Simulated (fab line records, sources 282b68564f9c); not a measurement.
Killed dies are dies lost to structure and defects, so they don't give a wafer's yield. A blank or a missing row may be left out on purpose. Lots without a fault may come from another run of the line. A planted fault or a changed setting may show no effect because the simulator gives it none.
Which tool did it? | flow rit_cmos | 15 lots, 45 wafers sampled, at 4 steps of a route of 202

WHAT THE GAUGES READ, wafer by wafer
RIT_FOX1_THK_MEAS_01. Usual: FOX1_OXIDE_THK 351 nm, standard deviation 6.4.
lot  | measured    | on            | FOX1_OXIDE_THK (nm) | flag
L469 | day 2 02:06 | film_metro-02 | 342 341 346         |
L470 | day 2 03:28 | film_metro-04 | 357 355 355         |
L471 | day 2 10:40 | film_metro-04 | 356 349 358         |
L474 | day 3 00:49 | film_metro-04 | 359 349 363         |
L475 | day 3 05:32 | film_metro-02 | 348 346 347         |
L476 | day 3 10:22 | film_metro-04 | 352 351 339         |
L477 | day 3 15:30 | film_metro-02 | 351 351 354         |
L478 | day 3 20:51 | film_metro-02 | 345 341 345         |
L483 | day 4 22:24 | film_metro-04 | 352 350 354         |
L484 | day 5 02:25 | film_metro-04 | 345 340 348         |
L486 | day 5 11:40 | film_metro-04 | 356 358 353         |
L487 | day 5 17:35 | film_metro-02 | 351 340 341         |
L488 | day 5 21:57 | film_metro-04 | 350 356 361         |
L489 | day 6 03:16 | film_metro-04 | 347 346 340         |
L491 | day 6 13:22 | film_metro-04 | 354 354 355         |

RIT_PSD_OVL_MEAS_06. Usual: PSD_OVL -0.6 nm, standard deviation 1.5.
lot  | measured    | on         | PSD_OVL (nm)   | flag
L469 | day 3 13:01 | overlay-01 | 0.0 0.6 0.3    |
L470 | day 3 12:55 | overlay-01 | -1.2 0.1 -0.1  |
L471 | day 3 22:19 | overlay-01 | -1.4 0.3 0.4   |
L474 | day 4 11:58 | overlay-02 | -1.3 -1.9 2.5  |
L475 | day 4 17:28 | overlay-01 | 1.5 0.0 0.5    |
L476 | day 4 23:07 | overlay-02 | 0.0 -0.8 -1.2  |
L477 | day 5 02:58 | overlay-01 | -1.1 -1.1 -0.6 |
L478 | day 5 06:50 | overlay-01 | -2.3 -2.2 -0.1 |
L483 | day 6 09:41 | overlay-02 | 0.1 1.0 -1.0   |
L484 | day 6 11:31 | overlay-02 | 2.4 2.3 2.6    |
L486 | day 6 22:15 | overlay-02 | 1.0 1.4 -0.6   |
L487 | day 7 02:38 | overlay-01 | -1.8 -1.9 -3.1 |
L488 | day 7 07:16 | overlay-02 | 0.1 2.1 1.9    |
L489 | day 7 14:29 | overlay-02 | -1.4 -1.4 -2.4 |
L491 | day 8 03:22 | overlay-02 | -1.8 -3.1 -2.8 |

WHICH TOOL RAN EACH LOT (tool, then ch and the chambers of the sampled wafers, then the start)
lot  | RIT_ACTIVE_COAT_06               | RIT_NSD_STRIP_09
L469 | litho_track-01 ch 0, day 1 20:17 | plasma_asher-03 ch 0,1, day 3 11:56
L470 | litho_track-03 ch 0, day 1 23:46 | plasma_asher-04 ch 0,1, day 3 11:41
L471 | litho_track-01 ch 0, day 2 05:44 | plasma_asher-03 ch 1, day 3 21:07
L474 | litho_track-02 ch 0, day 2 20:49 | plasma_asher-04 ch 0,1, day 4 10:53
L475 | litho_track-01 ch 0, day 3 00:48 | plasma_asher-01 ch 0,1, day 4 16:15
L476 | litho_track-03 ch 0, day 3 06:42 | plasma_asher-03 ch 0,1, day 4 21:55
L477 | litho_track-01 ch 0, day 3 10:56 | plasma_asher-04 ch 0,1, day 5 01:45
L478 | litho_track-02 ch 0, day 3 16:23 | plasma_asher-03 ch 0,1, day 5 05:45
L483 | litho_track-02 ch 0, day 4 17:57 | plasma_asher-04 ch 0,1, day 6 08:28
L484 | litho_track-02 ch 0, day 4 22:33 | plasma_asher-01 ch 0,1, day 6 10:18
L486 | litho_track-02 ch 0, day 5 07:44 | plasma_asher-01 ch 0, day 6 21:10
L487 | litho_track-02 ch 0, day 5 13:03 | plasma_asher-01 ch 0,1, day 7 01:26
L488 | litho_track-03 ch 0, day 5 18:53 | plasma_asher-01 ch 0,1, day 7 05:45
L489 | litho_track-03 ch 0, day 5 23:31 | plasma_asher-03 ch 0,1, day 7 13:24
L491 | litho_track-03 ch 0, day 6 10:13 | plasma_asher-01 ch 1, day 8 02:09
- RIT_ACTIVE_COAT_06: resist thk 1000 nm.
- RIT_NSD_STRIP_09: strips in O2, time 180 s.

WHAT THE TOOLS THEMSELVES READ (means of the sampled wafers that have a number; where no wafer has one, the mark that the record gives instead)
RIT_ACTIVE_COAT_06. Usual: exhaust_pa 44.9 Pa, standard deviation 0.94; spin_speed_rpm 3250.8 rpm, standard deviation 1.9.
lot  | tool           | exhaust_pa (Pa) | spin_speed_rpm (rpm) | flag
L469 | litho_track-01 | 45.4            | 3249.8               |
L470 | litho_track-03 | 45.2            | 3250.4               |
L471 | litho_track-01 | 43.9            | 3251.3               |
L474 | litho_track-02 | 45.7            | 3250.9               |
L475 | litho_track-01 | 46.1            | 3249.6               |
L476 | litho_track-03 | 45.1            | 3251.4               |
L477 | litho_track-01 | 46.8            | 3253.4               |
L478 | litho_track-02 | 44.9            | 3253.1               |
L483 | litho_track-02 | 45.5            | 3254.5               |
L484 | litho_track-02 | 45.3            | 3373.0               | OFF
L486 | litho_track-02 | 43.1            | 3375.7               | OFF
L487 | litho_track-02 | 44.8            | 3377.4               | OFF
L488 | litho_track-03 | 45.4            | 3252.8               |
L489 | litho_track-03 | 44.0            | 3249.0               |
L491 | litho_track-03 | 45.5            | 3253.6               |

RIT_NSD_STRIP_09. Usual: drypump_motor_current_A 5.6 A, standard deviation 0.43; o2_flow_sccm 3999 sccm, standard deviation 12.
lot  | tool            | drypump_motor_current_A (A) | o2_flow_sccm (sccm) | flag
L469 | plasma_asher-03 | 5.0                         | 4005                |
L470 | plasma_asher-04 | 5.8                         | 3989                |
L471 | plasma_asher-03 | 5.4                         | 3994                |
L474 | plasma_asher-04 | 5.9                         | 3995                |
L475 | plasma_asher-01 | 5.5                         | 3992                |
L476 | plasma_asher-03 | 5.2                         | 3995                |
L477 | plasma_asher-04 | 5.9                         | 3996                |
L478 | plasma_asher-03 | 5.1                         | 3997                |
L483 | plasma_asher-04 | 6.1                         | 3993                |
L484 | plasma_asher-01 | 5.5                         | 4009                |
L486 | plasma_asher-01 | 5.7                         | 3992                |
L487 | plasma_asher-01 | 5.5                         | 3989                |
L488 | plasma_asher-01 | 5.5                         | 4004                |
L489 | plasma_asher-03 | 5.1                         | 3995                |
L491 | plasma_asher-01 | 5.4                         | 3986                |

THE ANSWER, worked out from the rows above alone
Rule: a lot is off if the mean of its wafers that have a number lies more than 3 standard deviations from the usual mean. A lot without any number at a reading at which 4 lots or more have one is off too. The other lots that the step has rows for count as sound. The gauges are gone through in route order, then the tools' own readings, and for those a lot's mean is taken as printed above. The first step at which some lot is off is used, and at that step the reading that is off furthest; a lot without a number counts as furthest.
Off: L484, L486, L487, at RIT_ACTIVE_COAT_06 (spin_speed_rpm).
A tool fits if, at that step or a process step before it, it ran every lot that is off, and no sound lot after the first of them. One fits: litho_track-02 at RIT_ACTIVE_COAT_06. Its last sound lot is L483 (day 4 17:57), its first lot that is off L484 (day 4 22:33): a fault that began between those two fits.
The tool's own readings at RIT_ACTIVE_COAT_06 bear it out: on the lots that are off they differ by more than 5 times the standard deviation of the sound lots' means. spin_speed_rpm reads 3375.4 rpm there against 3251.7 rpm on the sound lots.

WHAT THE SIMULATOR HAD PUT IN
Process parameter drift: litho_track-02, from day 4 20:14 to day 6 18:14, at RIT_ACTIVE_COAT_06. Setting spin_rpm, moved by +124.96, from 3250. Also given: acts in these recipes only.
Lots struck among those shown: L484, L486, L487. The rule above found the same.
